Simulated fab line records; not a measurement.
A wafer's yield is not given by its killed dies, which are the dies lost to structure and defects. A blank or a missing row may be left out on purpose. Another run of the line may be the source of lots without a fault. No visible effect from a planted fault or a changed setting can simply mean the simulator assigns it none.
fab line records ; flow rit_cmos
[record] lots = 15; wafers = 45; last_day = 7
route steps=202 shown NRETRO@59 PSD@150 SILICIDE@167 M1@202
lots that met no fault: taken from a fault-free run of the same line
start_h: the number of hours between the record's first day and the start of the first shown wafer of the lot ; wait_h: hours from the lot's prior step to this one ; " as in the row above ; L1.1+2: several wafers, shown together as one row ; - no value present, or no start provided ; * or withheld: withheld ; < > ~ a bound
route shown NAME@n: NAME is a module with steps in the file, n the number in the route of the first one ; usual: average and standard deviation across the fault-free wafers ; same: alike in all rows ; chamber/n: place in a boat ; sites: per-site readings ; _std_site: the standard deviation of these ; _edge_site: the outer-site mean with the inner-site mean subtracted ; radius_mm: how far each site lies from the wafer's centre ; mask NAME#n: copy n ; behind: the last tool/chamber to shape the wafer ; hold: what put the lot on hold/how long, in hours/how the hold closed ; device: the transistor (n, p or np) that didn't switch ; end of line: tests run on the same wafers once the route is complete ; a step without rows: its recipe alone ; killed: not the wafer's yield, but the dies lost to structure and defects at the first sort ; map: per-die view of a wafer (x killed, . not killed, _ where there is no die)
set.NAME: the setting as run; set.NAME@STEP: as run at that earlier step ; model.NAME: the simulator's own value behind a step, which no gauge read
steps of the route over a sample of lots; a table a step, a row a wafer
services: when a tool's chamber went out of use (start_h, in hours from the record's first day, below 0 if earlier), for how many hours, and the reason
[[steps]]
[step RIT_NRETRO_OVL_MEAS_06]
[usual] NRETRO_OVL = 1.5/1.2
lot.wafer;tool;chamber;start_h;wait_h;NRETRO_OVL[nm]
L239.2;overlay-01;-;29.08;-;1.2
L239.4;overlay-01;-;29.08;-;3.2
L239.5;overlay-01;-;29.08;-;0.7
L240.2;overlay-01;-;34.60;-;-0.9
L240.4;overlay-01;-;34.60;-;-0.4
L240.5;overlay-01;-;34.60;-;2.1
L243.1;overlay-02;-;49.29;-;0.6
L243.5;overlay-02;-;49.29;-;2.0
L243.6;overlay-02;-;49.29;-;3.1
L244.1;overlay-02;-;54.08;-;0.4
L244.2;overlay-02;-;54.08;-;0.2
L244.5;overlay-02;-;54.08;-;0.9
L245.1;overlay-02;-;59.16;-;-0.1
L245.2;overlay-02;-;59.16;-;0.1
L245.3;overlay-02;-;59.16;-;1.4
L246.4;overlay-01;-;64.52;-;0.9
L246.5;overlay-01;-;64.52;-;2.5
L246.6;overlay-01;-;64.52;-;0.6
L247.1;overlay-02;-;69.33;-;0.3
L247.3;overlay-02;-;69.33;-;0.9
L247.5;overlay-02;-;69.33;-;1.4
L251.2;overlay-01;-;91.05;-;3.1
L251.4;overlay-01;-;91.05;-;1.0
L251.6;overlay-01;-;91.05;-;1.3
L256.3;overlay-02;-;119.12;-;1.3
L256.4;overlay-02;-;119.12;-;1.0
L256.5;overlay-02;-;119.12;-;1.3
L257.1;overlay-01;-;125.63;-;0.1
L257.2;overlay-01;-;125.63;-;2.3
L257.5;overlay-01;-;125.63;-;0.4
L258.1;overlay-01;-;130.32;-;1.3
L258.3;overlay-01;-;130.32;-;1.5
L258.5;overlay-01;-;130.32;-;0.6
L259.4;overlay-01;-;134.90;-;0.3
L259.5;overlay-01;-;134.90;-;0.5
L259.6;overlay-01;-;134.90;-;1.5
L260.1;overlay-01;-;137.94;-;2.2
L260.2;overlay-01;-;137.94;-;1.4
L260.4;overlay-01;-;137.94;-;1.8
L261.2;overlay-02;-;143.40;-;2.9
L261.3;overlay-02;-;143.40;-;2.9
L261.6;overlay-02;-;143.40;-;3.2
L262.3;overlay-02;-;149.60;-;2.0
L262.4;overlay-02;-;149.60;-;0.8
L262.5;overlay-02;-;149.60;-;3.6
[step RIT_NRETRO_STRIP_09]
[recipe] chemistry = O2; time_s = 180; resist = NOVOLAK; platen_temp_c = withheld; power_w = 500; pressure_mtorr = 4000; o2_flow_sccm = 4000
[usual] drypump_motor_current_A = 5.4/0.4
lot.wafer;tool;chamber;start_h;wait_h;drypump_motor_current_A;rf_hours_counter_h
L239.2;plasma_asher-03;1;29.51;0.1;5.7;25
L239.4;plasma_asher-03;1;29.51;0.1;5.7;-
L239.5;plasma_asher-03;0;29.51;0.1;6.2;-
L240.2;plasma_asher-04;1;35.03;0.1;4.9;39
L240.4;plasma_asher-04;1;35.03;0.1;4.9;-
L240.5;plasma_asher-04;1;35.03;0.1;4.9;-
L243.1;plasma_asher-04;1;49.73;0.1;5.0;41
L243.5;plasma_asher-04;1;49.73;0.1;4.9;-
L243.6;plasma_asher-04;0;49.73;0.1;5.1;-
L244.1;plasma_asher-01;1;54.51;0.1;5.5;40
L244.2;plasma_asher-01;0;54.51;0.1;5.5;40
L244.5;plasma_asher-01;0;54.51;0.1;5.5;-
L245.1;plasma_asher-01;0;59.60;0.1;5.5;40
L245.2;plasma_asher-01;1;59.60;0.1;5.5;40
L245.3;plasma_asher-01;1;59.60;0.1;5.5;-
L246.4;plasma_asher-01;0;65.00;0.1;5.5;-
L246.5;plasma_asher-01;1;65.00;0.1;5.5;-
L246.6;plasma_asher-01;0;65.00;0.1;5.5;-
L247.1;plasma_asher-04;1;69.77;0.1;4.9;43
L247.3;plasma_asher-04;1;69.77;0.1;4.9;-
L247.5;plasma_asher-04;0;69.77;0.1;5.0;-
L251.2;plasma_asher-01;0;91.48;0.1;5.5;43
L251.4;plasma_asher-01;0;91.48;0.1;5.5;-
L251.6;plasma_asher-01;1;91.48;0.1;5.5;-
L256.3;plasma_asher-01;0;119.61;0.1;5.5;-
L256.4;plasma_asher-01;1;119.61;0.1;5.4;-
L256.5;plasma_asher-01;0;119.61;0.1;5.5;-
L257.1;plasma_asher-04;1;126.07;0.1;5.0;48
L257.2;plasma_asher-04;0;126.07;0.1;5.0;48
L257.5;plasma_asher-04;0;126.07;0.1;5.1;-
L258.1;plasma_asher-03;1;130.76;0.1;5.8;35
L258.3;plasma_asher-03;1;130.76;0.1;5.7;-
L258.5;plasma_asher-03;1;130.76;0.1;5.8;-
L259.4;plasma_asher-04;1;135.38;0.1;4.9;-
L259.5;plasma_asher-04;0;135.38;0.1;5.1;-
L259.6;plasma_asher-04;1;135.38;0.1;4.9;-
L260.1;plasma_asher-03;0;138.38;0.1;6.2;36
L260.2;plasma_asher-03;1;138.38;0.1;5.7;36
L260.4;plasma_asher-03;1;138.38;0.1;5.7;-
L261.2;plasma_asher-04;0;143.83;0.1;5.0;50
L261.3;plasma_asher-04;1;143.83;0.1;5.0;-
L261.6;plasma_asher-04;1;143.83;0.1;5.0;-
L262.3;plasma_asher-04;0;150.09;0.1;5.0;-
L262.4;plasma_asher-04;1;150.09;0.1;4.9;-
L262.5;plasma_asher-04;1;150.09;0.1;5.0;-
[step RIT_PSD_IMPLANT_08]
[recipe] species = BF2; energy_kev = 27; dose_cm2 = 5e+15; tilt_deg = 7
[usual] tilt_deg = 7.000/0.018
lot.wafer;tool;chamber;start_h;wait_h;tilt_deg
L239.2;implanter-02;0;47.86;0.1;7.001
L239.4;implanter-02;0;47.86;0.1;6.988
L239.5;implanter-02;0;47.86;0.1;6.998
L240.2;implanter-02;0;53.48;0.1;7.011
L240.4;implanter-02;0;53.48;0.1;7.033
L240.5;implanter-02;0;53.48;0.1;6.984
L243.1;implanter-03;0;68.21;0.1;7.017
L243.5;implanter-03;0;68.21;0.1;6.993
L243.6;implanter-03;0;68.21;0.1;6.973
L243.1;implanter-03;0;68.52;0.3;6.992
L243.5;implanter-03;0;68.52;0.3;6.977
L243.6;implanter-03;0;68.52;0.3;6.988
L244.1;implanter-04;0;73.02;0.1;6.991
L244.2;implanter-04;0;73.02;0.1;7.024
L244.5;implanter-04;0;73.02;0.1;7.027
L245.1;implanter-03;0;79.31;0.1;7.024
L245.2;implanter-03;0;79.31;0.1;7.019
L245.3;implanter-03;0;79.31;0.1;7.026
L246.4;implanter-03;0;84.58;0.1;6.995
L246.5;implanter-03;0;84.58;0.1;7.005
L246.6;implanter-03;0;84.58;0.1;6.996
L246.4;implanter-03;0;84.90;0.3;7.036
L246.5;implanter-03;0;84.90;0.3;7.012
L246.6;implanter-03;0;84.90;0.3;7.011
L247.1;implanter-03;0;89.93;0.1;6.989
L247.3;implanter-03;0;89.93;0.1;7.007
L247.5;implanter-03;0;89.93;0.1;6.993
L251.2;implanter-04;0;111.13;0.1;7.010
L251.4;implanter-04;0;111.13;0.1;6.993
L251.6;implanter-04;0;111.13;0.1;7.010
L251.2;implanter-04;0;111.44;0.3;6.967
L251.4;implanter-04;0;111.44;0.3;6.972
L251.6;implanter-04;0;111.44;0.3;6.993
L256.3;implanter-02;0;139.88;0.1;6.993
L256.4;implanter-02;0;139.88;0.1;6.999
L256.5;implanter-02;0;139.88;0.1;6.998
L257.1;implanter-03;0;150.34;0.1;6.991
L257.2;implanter-03;0;150.34;0.1;6.981
L257.5;implanter-03;0;150.34;0.1;6.974
L258.1;implanter-04;0;154.13;0.1;6.952
L258.3;implanter-04;0;154.13;0.1;6.993
L258.5;implanter-04;0;154.13;0.1;6.974
L259.4;implanter-02;0;155.95;0.1;6.965
L259.5;implanter-02;0;155.95;0.1;7.003
L259.6;implanter-02;0;155.95;0.1;7.016
L260.1;implanter-03;0;161.07;0.1;6.975
L260.2;implanter-03;0;161.07;0.1;6.970
L260.4;implanter-03;0;161.07;0.1;7.011
L261.2;implanter-03;0;165.70;0.1;7.002
L261.3;implanter-03;0;165.70;0.1;7.013
L261.6;implanter-03;0;165.70;0.1;7.000
L262.3;implanter-02;0;169.79;0.1;6.952
L262.4;implanter-02;0;169.79;0.1;6.987
L262.5;implanter-02;0;169.79;0.1;7.026
[step RIT_PSD_TW_MEAS_10]
[usual] PSD_TW = 3470/27
lot.wafer;tool;chamber;start_h;wait_h;PSD_TW
L239.2;film_metro-02;-;48.17;0.1;3443
L239.4;film_metro-02;-;48.17;0.1;3449
L239.5;film_metro-02;-;48.17;0.1;3435
L240.2;film_metro-04;-;53.79;0.1;3463
L240.4;film_metro-04;-;53.79;0.1;3472
L240.5;film_metro-04;-;53.79;0.1;3482
L243.1;film_metro-02;-;68.85;0.1;3598
L243.5;film_metro-02;-;68.85;0.1;3581
L243.6;film_metro-02;-;68.85;0.1;3614
L244.1;film_metro-01;-;73.35;0.1;3496
L244.2;film_metro-01;-;73.35;0.1;3474
L244.5;film_metro-01;-;73.35;0.1;3496
L245.1;film_metro-04;-;79.64;0.1;3485
L245.2;film_metro-04;-;79.64;0.1;3486
L245.3;film_metro-04;-;79.64;0.1;3483
L246.4;film_metro-01;-;85.18;0.1;3634
L246.5;film_metro-01;-;85.18;0.1;3634
L246.6;film_metro-01;-;85.18;0.1;3648
L247.1;film_metro-01;-;90.25;0.1;3486
L247.3;film_metro-01;-;90.25;0.1;3481
L247.5;film_metro-01;-;90.25;0.1;3486
L251.2;film_metro-01;-;111.75;0.1;3642
L251.4;film_metro-01;-;111.75;0.1;3624
L251.6;film_metro-01;-;111.75;0.1;3639
L256.3;film_metro-01;-;140.18;0.1;3503
L256.4;film_metro-01;-;140.18;0.1;3482
L256.5;film_metro-01;-;140.18;0.1;3484
L257.1;film_metro-01;-;150.67;0.1;3525
L257.2;film_metro-01;-;150.67;0.1;3504
L257.5;film_metro-01;-;150.67;0.1;3515
L258.1;film_metro-02;-;154.61;0.1;3434
L258.3;film_metro-02;-;154.61;0.1;3442
L258.5;film_metro-02;-;154.61;0.1;3443
L259.4;film_metro-04;-;156.23;0.1;3461
L259.5;film_metro-04;-;156.23;0.1;3465
L259.6;film_metro-04;-;156.23;0.1;3487
L260.1;film_metro-04;-;161.39;0.1;3474
L260.2;film_metro-04;-;161.39;0.1;3462
L260.4;film_metro-04;-;161.39;0.1;3463
L261.2;film_metro-04;-;166.01;0.1;3454
L261.3;film_metro-04;-;166.01;0.1;3461
L261.6;film_metro-04;-;166.01;0.1;3472
L262.3;film_metro-02;-;170.09;0.1;3429
L262.4;film_metro-02;-;170.09;0.1;3413
L262.5;film_metro-02;-;170.09;0.1;3422
[step RIT_SDANNEAL_RS_MEAS_04]
[recipe] thk_meas_gauge = four-point-probe
[usual] PSD_RS = 115.83/0.29
lot.wafer;tool;chamber;start_h;wait_h;PSD_RS[ohm/sq]
L239.2;film_metro-04;-;48.66;0.1;115.58
L239.4;film_metro-04;-;48.66;0.1;115.31
L239.5;film_metro-04;-;48.66;0.1;115.31
L240.2;film_metro-04;-;54.30;0.1;115.41
L240.4;film_metro-04;-;54.30;0.1;115.59
L240.5;film_metro-04;-;54.30;0.1;115.48
L243.1;film_metro-01;-;69.35;0.0;107.36
L243.5;film_metro-01;-;69.35;0.0;107.73
L243.6;film_metro-01;-;69.35;0.0;107.70
L244.1;film_metro-01;-;73.87;0.0;116.14
L244.2;film_metro-01;-;73.87;0.0;116.12
L244.5;film_metro-01;-;73.87;0.0;116.10
L245.1;film_metro-04;-;80.15;0.0;115.50
L245.2;film_metro-04;-;80.15;0.0;115.31
L245.3;film_metro-04;-;80.15;0.0;115.37
L246.4;film_metro-01;-;85.69;0.1;107.52
L246.5;film_metro-01;-;85.69;0.1;107.19
L246.6;film_metro-01;-;85.69;0.1;107.29
L247.1;film_metro-02;-;90.74;0.0;116.14
L247.3;film_metro-02;-;90.74;0.0;116.43
L247.5;film_metro-02;-;90.74;0.0;116.31
L251.2;film_metro-01;-;112.71;0.1;107.79
L251.4;film_metro-01;-;112.71;0.1;107.65
L251.6;film_metro-01;-;112.71;0.1;107.88
L256.3;film_metro-02;-;140.68;0.1;115.83
L256.4;film_metro-02;-;140.68;0.1;115.31
L256.5;film_metro-02;-;140.68;0.1;116.07
L257.1;film_metro-01;-;151.15;0.0;115.90
L257.2;film_metro-01;-;151.15;0.0;115.78
L257.5;film_metro-01;-;151.15;0.0;115.93
L258.1;film_metro-01;-;155.12;0.0;116.17
L258.3;film_metro-01;-;155.12;0.0;116.09
L258.5;film_metro-01;-;155.12;0.0;115.95
L259.4;film_metro-02;-;156.74;0.1;115.54
L259.5;film_metro-02;-;156.74;0.1;115.98
L259.6;film_metro-02;-;156.74;0.1;115.91
L260.1;film_metro-04;-;161.90;0.0;115.62
L260.2;film_metro-04;-;161.90;0.0;115.80
L260.4;film_metro-04;-;161.90;0.0;115.59
L261.2;film_metro-01;-;166.52;0.1;116.00
L261.3;film_metro-01;-;166.52;0.1;116.26
L261.6;film_metro-01;-;166.52;0.1;115.81
L262.3;film_metro-01;-;170.59;0.1;116.20
L262.4;film_metro-01;-;170.59;0.1;116.07
L262.5;film_metro-01;-;170.59;0.1;115.88
[step RIT_SILICIDE_RTA_06]
[recipe] temp_c = 750; time_s = 10; idle_temp_c = 25; ramp_up_s = 5; ramp_down_s = 10; cool_to_c = 25; ambient = N2
[usual] wafer_temp_C_max = 755.9/1
lot.wafer;tool;chamber;start_h;wait_h;wafer_temp_C_max
L239.2;rtp_anneal-02;0;49.60;0.0;755.5
L239.4;rtp_anneal-02;0;49.60;0.0;755.8
L239.5;rtp_anneal-02;0;49.60;0.0;754.5
L240.2;rtp_anneal-01;0;55.23;0.0;757.5
L240.4;rtp_anneal-01;0;55.23;0.0;757.9
L240.5;rtp_anneal-01;0;55.23;0.0;756.3
L243.1;rtp_anneal-02;0;70.79;0.0;755.0
L243.5;rtp_anneal-02;0;70.79;0.0;754.0
L243.6;rtp_anneal-02;0;70.79;0.0;753.6
L244.1;rtp_anneal-01;0;74.80;0.0;756.6
L244.2;rtp_anneal-01;0;74.80;0.0;756.0
L244.5;rtp_anneal-01;0;74.80;0.0;756.9
L245.1;rtp_anneal-02;0;81.13;0.0;755.4
L245.2;rtp_anneal-02;0;81.13;0.0;756.2
L245.3;rtp_anneal-02;0;81.13;0.0;756.0
L246.4;rtp_anneal-01;0;86.60;0.0;758.1
L246.5;rtp_anneal-01;0;86.60;0.0;754.9
L246.6;rtp_anneal-01;0;86.60;0.0;755.6
L247.1;rtp_anneal-02;0;91.67;0.0;756.4
L247.3;rtp_anneal-02;0;91.67;0.0;754.4
L247.5;rtp_anneal-02;0;91.67;0.0;754.5
L251.2;rtp_anneal-02;0;113.77;0.0;756.2
L251.4;rtp_anneal-02;0;113.77;0.0;754.9
L251.6;rtp_anneal-02;0;113.77;0.0;755.6
L256.3;rtp_anneal-01;0;141.60;0.0;755.8
L256.4;rtp_anneal-01;0;141.60;0.0;755.1
L256.5;rtp_anneal-01;0;141.60;0.0;756.7
L257.1;rtp_anneal-02;0;152.09;0.0;755.8
L257.2;rtp_anneal-02;0;152.09;0.0;755.2
L257.5;rtp_anneal-02;0;152.09;0.0;754.5
L258.1;rtp_anneal-01;0;156.06;0.0;756.3
L258.3;rtp_anneal-01;0;156.06;0.0;756.0
L258.5;rtp_anneal-01;0;156.06;0.0;755.8
L259.4;rtp_anneal-02;0;157.65;0.0;754.9
L259.5;rtp_anneal-02;0;157.65;0.0;755.1
L259.6;rtp_anneal-02;0;157.65;0.0;754.7
L260.1;rtp_anneal-01;0;162.83;0.0;757.4
L260.2;rtp_anneal-01;0;162.83;0.0;756.8
L260.4;rtp_anneal-01;0;162.83;0.0;756.4
L261.2;rtp_anneal-02;0;167.44;0.0;755.8
L261.3;rtp_anneal-02;0;167.44;0.0;755.0
L261.6;rtp_anneal-02;0;167.44;0.0;756.8
L262.3;rtp_anneal-01;0;171.51;0.0;758.0
L262.4;rtp_anneal-01;0;171.51;0.0;755.7
L262.5;rtp_anneal-01;0;171.51;0.0;757.0
[step RIT_M1_PROBE_99]
[usual] killed_at_contacts = 0.1/0.31; killed_at_front_end = 7.1/2.8; killed_dies = 7.2/2.8; killed_open = 3.5/2; killed_short = 3.7/1.9
[same] gross_dies = 264; killed_at_M0_to_M3 = 0; killed_at_M4_up = 0; killed_at_back_side = 0; killed_at_other = 0
lot.wafer;tool;chamber;start_h;wait_h;killed_at_contacts;killed_at_front_end;killed_dies;killed_open;killed_short
L243.1;prober-01;-;78.02;0.1;1;8;9;4;5
L243.5;prober-01;-;78.22;0.2;1;15;16;6;10
L243.6;prober-01;-;78.27;0.2;0;10;10;4;6
L251.2;prober-01;-;121.17;0.1;0;8;8;5;3
L251.4;prober-01;-;121.27;0.2;0;5;5;4;0
L251.6;prober-01;-;121.37;0.2;0;9;9;6;3
L256.3;prober-02;-;149.10;0.2;0;7;7;2;5
L256.4;prober-02;-;149.15;0.2;0;5;5;3;2
L256.5;prober-02;-;149.20;0.2;0;7;7;4;3
L259.4;prober-01;-;165.09;0.2;0;12;12;6;6
L259.5;prober-01;-;165.14;0.2;1;11;12;7;5
L259.6;prober-01;-;165.19;0.2;0;10;10;6;4
// killed by level:class
L243.1 GATE:geometric_particle:open=3 FOX1:geometric_particle:open=1 FOX2:geometric_particle:short=1 GATE:geometric_particle:short=1 SPACER:geometric_particle:short=1 SILICIDE:geometric_particle:short=1 CONTACT:geometric_particle:short=1
L243.5 GATE:geometric_particle:short=4 SILICIDE:geometric_particle:short=4 GATE:geometric_particle:open=2 SPACER:geometric_particle:short=2 SILICIDE:geometric_particle:open=2 REOX:geometric_particle:open=1 CONTACT:geometric_particle:open=1
L243.6 FOX1:geometric_particle:short=2 GATE:geometric_particle:short=2 SPACER:geometric_particle:short=2 SPACER:geometric_particle:open=2 REOX:geometric_particle:open=1 SILICIDE:geometric_particle:open=1
L251.2 GATE:geometric_particle:open=2 SPACER:geometric_particle:short=2 SPACER:geometric_particle:open=2 FOX1:geometric_particle:open=1 GATE:geometric_particle:short=1
L251.4 GATE:geometric_particle:open=2 FOX1:geometric_particle:open=1 FOX2:geometric_particle:open=1 NRETRO:coat_microbubble_printed=1
L251.6 SPACER:geometric_particle:open=2 FOX1:geometric_particle:short=1 FOX1:geometric_particle:open=1 FOX2:geometric_particle:short=1 GATE:geometric_particle:open=1 GATE:geometric_particle:short=1 REOX:geometric_particle:open=1 SILICIDE:geometric_particle:open=1
L256.3 GATE:geometric_particle:short=2 FOX1:geometric_particle:short=1 REOX:geometric_particle:open=1 REOX:geometric_particle:short=1 SPACER:geometric_particle:open=1 SILICIDE:geometric_particle:short=1
L256.4 REOX:geometric_particle:short=2 FOX2:geometric_particle:open=1 GATE:geometric_particle:open=1 SILICIDE:geometric_particle:open=1
L256.5 GATE:geometric_particle:open=3 FOX1:geometric_particle:open=1 FOX1:geometric_particle:short=1 GATE:geometric_particle:short=1 REOX:geometric_particle:short=1
L259.4 GATE:geometric_particle:short=5 GATE:geometric_particle:open=5 REOX:geometric_particle:open=1 SPACER:geometric_particle:short=1
L259.5 GATE:geometric_particle:open=3 FOX1:geometric_particle:short=2 FOX2:geometric_particle:short=1 GATE:geometric_particle:short=1 REOX:geometric_particle:open=1 SPACER:geometric_particle:open=1 SPACER:geometric_particle:short=1 SILICIDE:geometric_particle:open=1
L259.6 GATE:geometric_particle:short=2 GATE:geometric_particle:open=2 SPACER:geometric_particle:open=2 REOX:geometric_particle:short=1 REOX:geometric_particle:open=1 SPACER:geometric_particle:short=1 SILICIDE:geometric_particle:open=1
[[services]]
tool;chamber;start_h;hours;kind
implanter-02;-;8.38;8.5;repair
implanter-04;-;26.31;22.5;repair
implanter-03;-;39.14;3.5;repair
implanter-02;-;42.60;3.7;pm
plasma_asher-01;-;87.05;0.5;repair
implanter-02;-;88.90;1.5;repair
plasma_asher-01;-;108.75;9.0;pm
plasma_asher-01;0;108.75;9.0;vent_cycle
plasma_asher-01;1;108.75;9.0;vent_cycle
plasma_asher-01;0;117.75;-;clean
plasma_asher-01;1;117.75;-;clean
implanter-02;-;123.82;2.2;repair
implanter-03;-;134.55;0.6;repair
[[key]]
[first_sign] step = RIT_PSD_IMPLANT_08; reading = visit; direction = added
[effect] step = RIT_PSD_TW_MEAS_10; reading = PSD_TW; direction = up; sigmas = 5.8; usual = 3470; struck = 3624
[effect] step = RIT_SDANNEAL_RS_MEAS_04; reading = PSD_RS; direction = down; sigmas = 28; usual = 115.83; struck = 107.57
met_at RIT_PSD_IMPLANT_08
struck_lots L243,L246,L251
tester_left_out L243,L246,L251
not_acting_at RIT_NRETRO_OVL_MEAS_06,RIT_NRETRO_STRIP_09,RIT_SILICIDE_RTA_06
[fault] kind = repeated_step_whole; tool = implanter-02,implanter-03,implanter-04; chamber = -; onset_h = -; steps = RIT_PSD_IMPLANT_08; times = 1; scope = struck_lots_only
// tester_left_out: of these lots the tester's yield and bins aren't shown, on N5 and GAA mostly nor the transistor test; their killed dies are dies lost to structure and defects alone, not to doping, threshold or leakage, so they don't give the yield
